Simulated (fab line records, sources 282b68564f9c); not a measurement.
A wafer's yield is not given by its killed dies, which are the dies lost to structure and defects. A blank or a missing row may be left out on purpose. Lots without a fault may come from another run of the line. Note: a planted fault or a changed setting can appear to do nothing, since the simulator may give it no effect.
Which tool is to blame? -- flow rit-cmos -- route of 202 steps, sampled at 1 step: 14 lots, 42 wafers

WHAT THE GAUGES SHOWED, per wafer
No reading from a measuring or inspecting step in the record can be judged against a usual standard deviation.

WHICH TOOL RAN EACH LOT (tool, then ch and the chambers of the sampled wafers, then the start)
lot,RIT_FOX2_CLEAN_02
L554,"wet-bench-03 ch 0, day 1 19:30"
L555,"wet-bench-01 ch 2, day 1 23:25"
L556,"wet-bench-01 ch 2, day 2 04:46"
L557,"wet-bench-01 ch 3, day 2 10:38"
L558,"wet-bench-03 ch 0, day 2 16:28"
L559,"wet-bench-03 ch 1, day 2 21:16"
L560,"wet-bench-04 ch 0, day 3 00:22"
L565,"wet-bench-04 ch 1, day 4 05:27"
L567,"wet-bench-01 ch 0, day 4 11:43"
L571,"wet-bench-04 ch 1, day 5 08:33"
L572,"wet-bench-01 ch 3, day 5 13:41"
L573,"wet-bench-03 ch 1, day 5 19:14"
L575,"wet-bench-01 ch 1, day 6 03:33"
L576,"wet-bench-03 ch 0, day 6 09:25"
- RIT_FOX2_CLEAN_02: cleans in dHF, time 180 s.

AS READ BY THE TOOLS THEMSELVES (means over the sampled wafers that have a number; for cases with no such wafer, the mark the record gives instead)
RIT_FOX2_CLEAN_02.
lot,tool,run-length-s (s)
L554,wet-bench-03,214
L555,wet-bench-01,211
L556,wet-bench-01,204
L557,wet-bench-01,206
L558,wet-bench-03,214
L559,wet-bench-03,205
L560,wet-bench-04,205
L565,wet-bench-04,52
L567,wet-bench-01,204
L571,wet-bench-04,60
L572,wet-bench-01,207
L573,wet-bench-03,207
L575,wet-bench-01,205
L576,wet-bench-03,213

THE ANSWER, worked out from the rows above alone
Rule: the usual values come from the lots themselves. Put in order of their means at a reading, lots are off if they are a third of the lots or fewer, leave a main group of 4 or more, and stand apart from it by a gap of 3 or more times the standard deviation of the main group's means; of several such gaps the widest counts. The tables above print the reading to a certain number of digits; a main group whose means all agree to those digits is not used. Also off: a lot with no number at a reading for which 4 or more lots have one. Any other lot the step has rows for is counted as sound. After the gauges, taken in route order, come the tools' own readings; for these a lot's mean is taken, as printed above. The first step at which some lot is off is used, and at that step the reading that is off furthest; a lot without a number counts as furthest.
Off: L565, L571, at RIT_FOX2_CLEAN_02 (run-length-s). The main group has a mean of 208 s with a standard deviation of 3.8.
If a tool, at that step or one of the process steps before it, ran each lot that is off and ran no sound lot following the first of them, it fits. One candidate fits, namely wet-bench-04 at RIT_FOX2_CLEAN_02. Its last sound lot is L560 (day 3 00:22), its first lot that is off L565 (day 4 05:27): a fault that began between those two fits.
On the lots that are off, the tool's own readings at RIT_FOX2_CLEAN_02 differ by more than 5 times the standard deviation of the sound lots' means, which bears it out; run-length-s reads 56 s there versus 208 s on the sound lots.

WHAT THE SIMULATOR HAD PUT IN
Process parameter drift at RIT_FOX2_CLEAN_02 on wet-bench-04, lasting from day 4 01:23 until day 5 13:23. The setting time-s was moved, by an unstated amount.
Lots struck among those shown: L565, L571. The rule above reached the same finding.
